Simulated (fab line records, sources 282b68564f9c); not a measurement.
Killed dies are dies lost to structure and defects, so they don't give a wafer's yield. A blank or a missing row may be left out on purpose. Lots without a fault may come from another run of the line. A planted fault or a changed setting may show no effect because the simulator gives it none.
Problem report in the 8D (eight disciplines) form, filled by code | flow rit_cmos | the parts of the form that need people (team, actions taken, sign-off) are left out

1. THE PROBLEM
developer_temp_C at RIT_CONTACT_DEVELOP_07 reads a mean of 22.34 C on 6 wafers of 2 lots; wafers without a fault read 23.00 C with a standard deviation of 0.11. That is -6.0 standard deviations from the usual mean.
The step: develop time 120 s.
First seen on wafer L281.1, day 5 14:00, on litho_track-03. The record holds 42 wafers of 14 lots with a number at this step. Rule for "out", or "out of limits": more than 4 standard deviations from the usual mean. The other wafers with a number count as sound.

2. WHAT IT IS AND WHAT IT IS NOT
question                    | is                     | is not
which readings at this step | developer_temp_C       | -
which lots                  | L281, L282             | L270, L271, L273, L274, L275, L277, L284, L285, L287, L288, L289, L292
which wafers of those lots  | all that have a number | -
read on which tools         | litho_track-03         | litho_track-01, litho_track-04
when                        | from day 5 14:00       | up to then (18 sound wafers); but 18 sound wafers of L284, L285, L287, L288, L289, L292 came after

3. SUSPECTS, AND WHAT RULES EACH OUT
Counting: a tool at a process step up to the reading stays a suspect if it ran every lot that is out and no sound lot after the first of them.
- litho_track-03 at RIT_CONTACT_DEVELOP_07 (develop time 120 s): kept. It ran every lot that is out, first L281 (day 5 14:00), and no sound lot after that; its last sound lot up to then is L275 (day 4 05:00). Its own readings are out on those wafers: developer_temp_C.
Left after counting: litho_track-03 at RIT_CONTACT_DEVELOP_07.

4. THE CAUSE (what the simulator had put in)
Process parameter drift: litho_track-03, from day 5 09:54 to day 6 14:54, at RIT_CONTACT_DEVELOP_07. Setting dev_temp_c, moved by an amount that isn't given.
Counting left only this tool.

5. THE CHAIN OF EFFECTS, in route order
Each row: a reading whose mean over the struck wafers that have a number lies more than 3 standard deviations from the usual. Only readings for which the record gives a usual standard deviation are gone through. hours: the time from each lot's start at the first step in this table that gives one to its start at this step, as a median over the lots. sigmas: the change in usual standard deviations.
hours | step                   | reading          | usual   | on struck wafers | change | sigmas
0     | RIT_CONTACT_DEVELOP_07 | developer_temp_C | 23.00 C | 22.34            | -0.66  | -6.0
The process steps in it:
- RIT_CONTACT_DEVELOP_07: develop time 120 s.

6. WHAT WOULD HAVE CAUGHT IT SOONER
In this record the first reading out of limits was taken at day 5 14:00, 4 hours after the fault began at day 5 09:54.
